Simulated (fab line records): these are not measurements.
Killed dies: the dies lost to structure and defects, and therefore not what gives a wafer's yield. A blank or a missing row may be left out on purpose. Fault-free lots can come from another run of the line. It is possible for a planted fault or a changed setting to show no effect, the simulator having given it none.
Which tool is to blame? | flow ritCmos | 6 lots, 18 wafers sampled, at 2 steps of a route of 202

## WHAT THE GAUGES READ, wafer by wafer
RIT_GATE_CD_MEAS_16 targets a cd of 150 nm.
lot  | measured    | on       | cdNm (nm)
L173 | day 2 22:21 | cdSem-02 | 146.3 147.5 147.0
L175 | day 3 07:38 | cdSem-01 | 152.2 149.6 149.5
L178 | day 3 23:14 | cdSem-01 | 148.6 148.4 145.3
L182 | day 4 20:34 | cdSem-02 | 129.0 129.7 130.1
L185 | day 5 10:41 | cdSem-02 | 153.7 152.7 153.7
L193 | day 6 23:08 | cdSem-01 | 146.3 147.3 149.1

## TOOL THAT RAN EACH LOT (tool first, then ch and the chambers of the sampled wafers, then the start)
lot  | RIT_GATE_EXPOSE_13
L173 | ilineStepper-02 ch 0, day 2 21:57
L175 | ilineStepper-01 ch 0, day 3 07:14
L178 | ilineStepper-01 ch 0, day 3 22:50
L182 | ilineStepper-01 ch 0, day 4 20:10
L185 | ilineStepper-01 ch 0, day 5 10:17
L193 | ilineStepper-02 ch 0, day 6 22:44
- RIT_GATE_EXPOSE_13: exposes mask M6, target cd 150 nm.

## THE ANSWER, worked out from the rows above alone
Rule: the usual values come from the lots themselves. Put in order of their means at a reading, lots are off if they are a third of the lots or fewer, leave a main group of 4 or more, and stand apart from it by a gap of 3 or more times the standard deviation of the main group's means; of several such gaps the widest counts. Not used: any main group whose means are identical at the precision the tables above print for the reading. A lot without any number at a reading at which 4 lots or more have one is off too. All remaining lots with rows at the step are treated as sound.
Off: L182 (RIT_GATE_CD_MEAS_16, cdNm). Main group: mean 149.1 nm, sd 2.4.
A tool fits if, at a process step before that reading, it ran every lot that is off, and no sound lot after the first of them. Those tools and the gauges at RIT_GATE_CD_MEAS_16 are tried in the same way. Not one of the candidates tried fits.

## WHAT WAS PUT IN BY THE SIMULATOR
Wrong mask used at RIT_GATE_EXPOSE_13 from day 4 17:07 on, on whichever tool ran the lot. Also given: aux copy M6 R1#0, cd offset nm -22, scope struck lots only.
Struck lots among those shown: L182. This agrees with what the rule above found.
